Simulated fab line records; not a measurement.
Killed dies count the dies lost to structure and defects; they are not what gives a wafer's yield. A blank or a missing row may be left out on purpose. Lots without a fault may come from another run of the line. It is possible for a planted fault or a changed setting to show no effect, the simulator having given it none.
fab line records	flow rit-cmos
record: lots: 6	wafers: 18	last-day: 7
route steps=202 shown PSD@150 SDANNEAL@153 NSD@158 PLDD@159 NLDD@160 SILICIDE@161 M1@202
lots untouched by any fault: they come from a run of this same line in which no faults occurred
start-h: hours from the record's first day to the start of the lot's first wafer shown	wait-h: how many hours have passed since the lot's step before this one	" same as the row above	L1.1+2: several wafers, shown together as one row	- no value, or no start given	* or withheld: withheld	< > ~ a bound
route shown NAME@n: a module of which the file shows steps, and the number in the route of the first	usual: mean/standard deviation taken from wafers without a fault	same: alike in all rows	chamber/n: place in a boat	sites: each site's reading	_std_site: the standard deviation of these	_edge_site: mean of outer sites minus mean of inner sites	radius-mm: how far each site lies from the wafer's centre	mask NAME#n: copy n	behind: the last tool/chamber to shape the wafer	hold: why the lot went on hold/how many hours it stayed there/how the hold came to an end	device: which transistor (n, p or np) failed to switch	end of line: at the end of the route, the tests of the same wafers	a step without rows: its recipe alone	killed: count of dies lost to structure and defects at first sort (not the wafer's yield)	map: per-die view of a wafer (x killed, . not killed, _ where there is no die)
set.NAME: the setting that was run; set.NAME@STEP: the one run at that earlier step	model.NAME: the simulator's own value behind a step, which no gauge read
lots at selected steps of the route; one table per step, one row per wafer
services: from which hour (start-h, from the record's first day; less than 0 if before it) a tool's chamber was out of use, for how many hours, and why
== steps ==
step: RIT_PSD_IMPLANT_08
recipe: species: BF2	energy-kev: 27	dose-cm2: 5e+15	tilt-deg: 7
step: RIT_PSD_STRIP_09
recipe: chemistry: O2	time-s: 180	resist: NOVOLAK	platen-temp-c: withheld	power-w: 500	pressure-mtorr: 4000	o2-flow-sccm: 4000
usual: drypump-motor-current-A: 5.7/0.4
lot.wafer	tool	chamber	start-h	wait-h	drypump-motor-current-A	rf-hours-counter-h
L952.2	plasma-asher-01	0	94.66	0.1	5.5	46
L952.3	"	0	"	"	5.5	-
L952.6	"	1	"	"	6.2	-
L953.2	plasma-asher-02	1	100.22	0.1	5.5	44
L953.4	"	0	"	"	6.1	-
L953.6	"	0	"	"	6.1	-
L959.1	plasma-asher-02	1	128.58	0.1	5.5	48
L959.3	"	0	"	"	6.1	-
L959.5	"	0	"	"	6.1	-
L961.1	plasma-asher-01	0	138.38	0.1	5.5	2
L961.5	"	1	"	"	6.2	-
L961.6	"	0	"	"	5.5	-
L962.3	plasma-asher-01	0	144.21	0.1	5.5	-
L962.4	"	1	"	"	6.2	-
L962.6	"	1	"	"	6.2	-
L966.3	plasma-asher-01	1	164.05	0.1	6.2	-
L966.5	"	0	"	"	5.5	-
L966.6	"	1	"	"	6.2	-
step: RIT_PSD_TW_MEAS_10
usual: PSD_TW: 3429/20
lot.wafer	tool	chamber	start-h	wait-h	PSD_TW
L952.2	film-metro-04	-	94.84	0.1	3414
L952.3	"	-	"	"	3410
L952.6	"	-	"	"	3444
L953.2	film-metro-01	-	100.40	0.1	3443
L953.4	"	-	"	"	3438
L953.6	"	-	"	"	3447
L959.1	film-metro-01	-	128.76	0.1	3427
L959.3	"	-	"	"	3420
L959.5	"	-	"	"	3438
L961.1	film-metro-01	-	138.55	0.1	3414
L961.5	"	-	"	"	3419
L961.6	"	-	"	"	3405
L962.3	film-metro-03	-	144.35	0.1	3441
L962.4	"	-	"	"	3448
L962.6	"	-	"	"	3432
L966.3	film-metro-04	-	164.19	0.1	3407
L966.5	"	-	"	"	3438
L966.6	"	-	"	"	3428
step: RIT_SDANNEAL_CLEAN_00
recipe: chemistry: SC1	mix: 3:3:50	time-s: 600	temp-c: 75
step: RIT_SDANNEAL_CLEAN_01
recipe: chemistry: dHF	dilution: 50:1	time-s: 30
step: RIT_SDANNEAL_CLEAN_02
recipe: chemistry: SC2	mix: 3:3:50	time-s: 600	temp-c: 75	dry: n2-spin
step: RIT_SDANNEAL_RTA_03
recipe: temp-c: 1050	time-s: 5	idle-temp-c: 600	ramp-up-c-per-s: 342	ramp-down-c-per-s: 171	cool-to-c: 600	ambient: N2
usual: wafer_temp_C_max: 1053.6/1.2
lot.wafer	tool	chamber	start-h	wait-h	wafer_temp_C_max
L952.2	rtp-anneal-02	0	95.27	0.0	1052.4
L952.3	"	0	"	"	1053.5
L952.6	"	0	"	"	1053.3
L953.2	rtp-anneal-01	0	100.83	0.0	1054.2
L953.4	"	0	"	"	1054.1
L953.6	"	0	"	"	1055.6
L959.1	rtp-anneal-01	0	129.25	0.0	1051.3
L959.3	"	0	"	"	1055.9
L959.5	"	0	"	"	1052.6
L961.1	rtp-anneal-01	0	138.98	0.0	1052.6
L961.5	"	0	"	"	1054.3
L961.6	"	0	"	"	1055.1
L962.3	rtp-anneal-02	0	144.77	0.0	1052.5
L962.4	"	0	"	"	1052.1
L962.6	"	0	"	"	1054.4
L966.3	rtp-anneal-02	0	164.62	0.0	1052.6
L966.5	"	0	"	"	1053.7
L966.6	"	0	"	"	1052.7
step: RIT_SDANNEAL_RS_MEAS_04
recipe: thk-meas-gauge: four-point-probe
usual: PSD_RS: 115.78/0.25
lot.wafer	tool	chamber	start-h	wait-h	PSD_RS[ohm/sq]
L952.2	film-metro-03	-	95.34	0.1	115.31
L952.3	"	-	"	"	115.39
L952.6	"	-	"	"	115.31
L953.2	film-metro-04	-	100.90	0.1	116.04
L953.4	"	-	"	"	115.74
L953.6	"	-	"	"	115.95
L959.1	film-metro-04	-	129.30	0.0	115.81
L959.3	"	-	"	"	116.02
L959.5	"	-	"	"	115.76
L961.1	film-metro-04	-	139.04	0.0	115.92
L961.5	"	-	"	"	116.11
L961.6	"	-	"	"	115.65
L962.3	film-metro-03	-	144.85	0.1	115.66
L962.4	"	-	"	"	115.71
L962.6	"	-	"	"	116.05
L966.3	film-metro-03	-	164.69	0.1	115.68
L966.5	"	-	"	"	116.05
L966.6	"	-	"	"	115.71
step: RIT_SDANNEAL_RS_MEAS_05
recipe: thk-meas-gauge: four-point-probe
usual: NSD_RS: 84.5/0.32
lot.wafer	tool	chamber	start-h	wait-h	NSD_RS[ohm/sq]
L952.2	film-metro-03	-	95.46	0.1	84.5
L952.3	"	-	"	"	84.2
L952.6	"	-	"	"	84.4
L953.2	film-metro-04	-	101.02	0.1	83.7
L953.4	"	-	"	"	83.9
L953.6	"	-	"	"	83.8
L959.1	film-metro-04	-	129.42	0.1	84.1
L959.3	"	-	"	"	84.2
L959.5	"	-	"	"	84.1
L961.1	film-metro-04	-	139.16	0.1	85.0
L961.5	"	-	"	"	85.0
L961.6	"	-	"	"	85.0
L962.3	film-metro-03	-	144.97	0.1	84.2
L962.4	"	-	"	"	84.2
L962.6	"	-	"	"	84.7
L966.3	film-metro-03	-	164.81	0.1	85.1
L966.5	"	-	"	"	84.7
L966.6	"	-	"	"	84.5
step: RIT_SDANNEAL_RS_MEAS_06
recipe: thk-meas-gauge: four-point-probe
usual: PLDD_RS: 178.5/0.44
lot.wafer	tool	chamber	start-h	wait-h	PLDD_RS[ohm/sq]
L952.2	film-metro-03	-	95.58	0.1	178.6
L952.3	"	-	"	"	178.2
L952.6	"	-	"	"	178.8
L953.2	film-metro-04	-	101.14	0.1	178.8
L953.4	"	-	"	"	179.1
L953.6	"	-	"	"	179.1
L959.1	film-metro-04	-	129.54	0.1	179.1
L959.3	"	-	"	"	178.5
L959.5	"	-	"	"	178.6
L961.1	film-metro-04	-	139.28	0.1	178.2
L961.5	"	-	"	"	178.4
L961.6	"	-	"	"	178.0
L962.3	film-metro-03	-	145.09	0.1	177.8
L962.4	"	-	"	"	178.5
L962.6	"	-	"	"	178.9
L966.3	film-metro-03	-	164.93	0.1	178.2
L966.5	"	-	"	"	178.7
L966.6	"	-	"	"	178.2
step: RIT_SDANNEAL_RS_MEAS_07
recipe: thk-meas-gauge: four-point-probe
usual: NLDD_RS: 151.4/0.56
lot.wafer	tool	chamber	start-h	wait-h	NLDD_RS[ohm/sq]
L952.2	film-metro-03	-	95.70	0.1	151.6
L952.3	"	-	"	"	152.0
L952.6	"	-	"	"	151.7
L953.2	film-metro-04	-	101.26	0.1	150.8
L953.4	"	-	"	"	150.8
L953.6	"	-	"	"	151.2
L959.1	film-metro-04	-	129.66	0.1	150.7
L959.3	"	-	"	"	151.0
L959.5	"	-	"	"	151.4
L961.1	film-metro-04	-	139.40	0.1	151.4
L961.5	"	-	"	"	150.8
L961.6	"	-	"	"	150.8
L962.3	film-metro-03	-	145.21	0.1	150.9
L962.4	"	-	"	"	150.7
L962.6	"	-	"	"	150.8
L966.3	film-metro-03	-	165.05	0.1	151.4
L966.5	"	-	"	"	151.9
L966.6	"	-	"	"	151.6
step: RIT_SILICIDE_WET_ETCH_00
recipe: chemistry: BOE	target: SiO2	target-depth-nm: 14	time-s: 15	dry: n2-spin	dilution: 10:1	temp-c: 21.5
step: RIT_SILICIDE_SPUTTER_01
recipe: material: Ti	target-thk-nm: 30	power-w: 350	chamber-pressure-pa: 0.667	gas: Ar	time-s: 240	substrate-temp-c: 25
usual: chamber-pressure-pa: 0.6670/0.0014	throttle-valve-pct: 30.0/0.75
lot.wafer	tool	chamber	start-h	wait-h	chamber-pressure-pa	throttle-valve-pct
L952.2	pvd-sputter-01	-	95.81	0.0	0.6665	31.2
L952.3	"	-	"	"	0.6644	30.0
L952.6	"	-	"	"	0.6669	29.7
L953.2	pvd-sputter-04	-	101.37	0.0	0.6672	29.8
L953.4	"	-	"	"	0.6688	29.6
L953.6	"	-	"	"	0.6663	29.1
L959.1	pvd-sputter-04	-	129.81	0.0	0.6658	29.4
L959.3	"	-	"	"	0.6438	30.7
L959.5	"	-	"	"	0.6674	29.6
L961.1	pvd-sputter-04	-	139.53	0.0	0.6669	30.1
L961.5	"	-	"	"	0.6425	30.7
L961.6	"	-	"	"	0.6642	29.0
L962.3	pvd-sputter-01	-	145.30	0.0	0.6677	28.9
L962.4	"	-	"	"	0.6678	31.3
L962.6	"	-	"	"	0.6684	29.7
L966.3	pvd-sputter-01	-	165.15	0.0	0.6653	28.9
L966.5	"	-	"	"	0.6703	31.4
L966.6	"	-	"	"	0.6648	29.7
step: RIT_SILICIDE_RS_MEAS_02
recipe: thk-meas-gauge: four-point-probe	reads: Ti_of_SILICIDE_SPUTTER_01
usual: SILICIDE_TI_RS: 48.0/0.67
lot.wafer	tool	chamber	start-h	wait-h	SILICIDE_TI_RS[ohm/sq]
L952.2	film-metro-02	-	95.98	0.1	48.4
L952.3	"	-	"	"	48.6
L952.6	"	-	"	"	48.2
L953.2	film-metro-02	-	101.54	0.1	48.3
L953.4	"	-	"	"	47.9
L953.6	"	-	"	"	47.8
L959.1	film-metro-01	-	129.96	0.1	46.8
L959.3	"	-	"	"	43.4
L959.5	"	-	"	"	47.1
L961.1	film-metro-01	-	139.68	0.1	48.3
L961.5	"	-	"	"	43.9
L961.6	"	-	"	"	47.9
L962.3	film-metro-01	-	145.49	0.1	48.5
L962.4	"	-	"	"	47.8
L962.6	"	-	"	"	48.1
L966.3	film-metro-03	-	165.34	0.1	48.0
L966.5	"	-	"	"	47.1
L966.6	"	-	"	"	47.6
step: RIT_SILICIDE_THK_MEAS_03
recipe: thk-meas-gauge: xrf	reads: Ti_of_SILICIDE_SPUTTER_01
usual: SILICIDE_TI_THK: 30.1/0.38
lot.wafer	tool	chamber	start-h	wait-h	SILICIDE_TI_THK[nm]
L952.2	film-metro-02	-	96.09	0.1	30.1
L952.3	"	-	"	"	29.9
L952.6	"	-	"	"	30.2
L953.2	film-metro-02	-	101.65	0.1	30.1
L953.4	"	-	"	"	30.4
L953.6	"	-	"	"	30.4
L959.1	film-metro-01	-	130.08	0.1	30.7
L959.3	"	-	"	"	30.9
L959.5	"	-	"	"	30.5
L961.1	film-metro-01	-	139.80	0.1	29.9
L961.5	"	-	"	"	30.6
L961.6	"	-	"	"	30.1
L962.3	film-metro-01	-	145.59	0.1	29.7
L962.4	"	-	"	"	30.0
L962.6	"	-	"	"	29.9
L966.3	film-metro-03	-	165.44	0.1	30.0
L966.5	"	-	"	"	30.6
L966.6	"	-	"	"	30.2
step: RIT_M1_PROBE_99
usual: killed-at-contacts: 0.1/0.31	killed-at-front-end: 7/3.1	killed-dies: 7/3.1	killed-open: 3.3/1.9	killed-short: 3.3/2
same: gross-dies: 264	killed_at_M0_to_M3: 0	killed_at_M4_up: 0	killed-at-back-side: 0	killed-at-other: 0
lot.wafer	tool	chamber	start-h	wait-h	killed-at-contacts	killed-at-front-end	killed-dies	killed-open	killed-short
L952.2	prober-01	-	103.44	0.1	0	8	8	6	2
L952.3	prober-01	-	103.49	0.2	0	4	4	2	2
L952.6	prober-01	-	103.64	0.2	0	3	3	1	2
L953.2	prober-01	-	108.65	0.1	0	6	6	4	2
L953.4	prober-01	-	108.75	0.2	0	4	4	3	1
L953.6	prober-01	-	108.85	0.2	0	4	4	2	2
L962.3	prober-01	-	153.54	0.2	0	5	5	2	3
L962.4	prober-01	-	153.59	0.2	0	8	8	6	2
L962.6	prober-01	-	153.69	0.2	0	14	14	6	8
L966.3	prober-01	-	172.17	0.2	0	9	9	7	2
L966.5	prober-01	-	172.27	0.2	0	8	8	3	5
L966.6	prober-01	-	172.32	0.2	0	7	7	3	4
killed by level:class
L952.2 GATE:geometric-particle:open=3 FOX1:geometric-particle:short=1 FOX1:geometric-particle:open=1 REOX:geometric-particle:open=1 SPACER:geometric-particle:open=1 SILICIDE:geometric-particle:short=1
L952.3 GATE:geometric-particle:short=2 FOX1:geometric-particle:open=1 FOX2:geometric-particle:open=1
L952.6 SPACER:geometric-particle:short=2 REOX:geometric-particle:open=1
L953.2 REOX:geometric-particle:open=3 GATE:geometric-particle:short=1 REOX:geometric-particle:short=1 SILICIDE:geometric-particle:open=1
L953.4 FOX1:geometric-particle:open=2 FOX1:geometric-particle:short=1 REOX:geometric-particle:open=1
L953.6 FOX1:geometric-particle:open=1 GATE:geometric-particle:open=1 GATE:geometric-particle:short=1 REOX:geometric-particle:short=1
L962.3 FOX1:geometric-particle:open=1 FOX1:geometric-particle:short=1 FOX2:geometric-particle:short=1 GATE:geometric-particle:short=1 SPACER:geometric-particle:open=1
L962.4 GATE:geometric-particle:open=3 FOX1:geometric-particle:open=1 FOX2:geometric-particle:short=1 FOX2:geometric-particle:open=1 REOX:geometric-particle:short=1 SILICIDE:geometric-particle:open=1
L962.6 FOX1:geometric-particle:open=3 REOX:geometric-particle:short=3 FOX2:geometric-particle:short=2 GATE:geometric-particle:short=2 FOX1:geometric-particle:short=1 FOX2:geometric-particle:open=1 REOX:geometric-particle:open=1 SILICIDE:geometric-particle:open=1
L966.3 SPACER:geometric-particle:open=3 SILICIDE:geometric-particle:open=2 GATE:geometric-particle:open=1 REOX:geometric-particle:open=1 SPACER:geometric-particle:short=1 SILICIDE:geometric-particle:short=1
L966.5 SPACER:geometric-particle:short=3 FOX2:geometric-particle:open=1 GATE:geometric-particle:open=1 GATE:geometric-particle:short=1 REOX:geometric-particle:short=1 SPACER:geometric-particle:open=1
L966.6 SILICIDE:geometric-particle:open=2 GATE:geometric-particle:short=1 REOX:geometric-particle:short=1 SPACER:geometric-particle:open=1 SPACER:geometric-particle:short=1 SILICIDE:geometric-particle:short=1
== services ==
tool	chamber	start-h	hours	kind
plasma-asher-01	-	108.75	9.0	pm
plasma-asher-01	0	108.75	9.0	vent-cycle
plasma-asher-01	1	108.75	9.0	vent-cycle
plasma-asher-01	-	111.80	4.2	repair
plasma-asher-01	0	117.75	-	clean
plasma-asher-01	1	117.75	-	clean
== key ==
first-sign: step: RIT_SILICIDE_SPUTTER_01	reading: chamber-pressure-pa	direction: down	sigmas: 17	usual: 0.6670	struck: 0.6431
effect: step: RIT_SILICIDE_RS_MEAS_02	reading: SILICIDE_TI_RS	direction: down	sigmas: 6.5	usual: 48.0	struck: 43.6
met-at RIT_SILICIDE_SPUTTER_01
struck-wafers L959.3,L961.5
tester-left-out L959,L961
fault: kind: process-parameter-drift	tool: pvd-sputter-04	chamber: -	onset-h: 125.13	steps: RIT_SILICIDE_SPUTTER_01	channel: chamber-pressure-pa	offset: -0.023137	shape: step	end-h: 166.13	acts-in: these-recipes-only	stated: 0.667	scope: struck-wafers-only
tester-left-out: of these lots the tester's yield and bins aren't shown, on N5 and GAA mostly nor the transistor test; their killed dies are dies lost to structure and defects alone, not to doping, threshold or leakage, so they don't give the yield
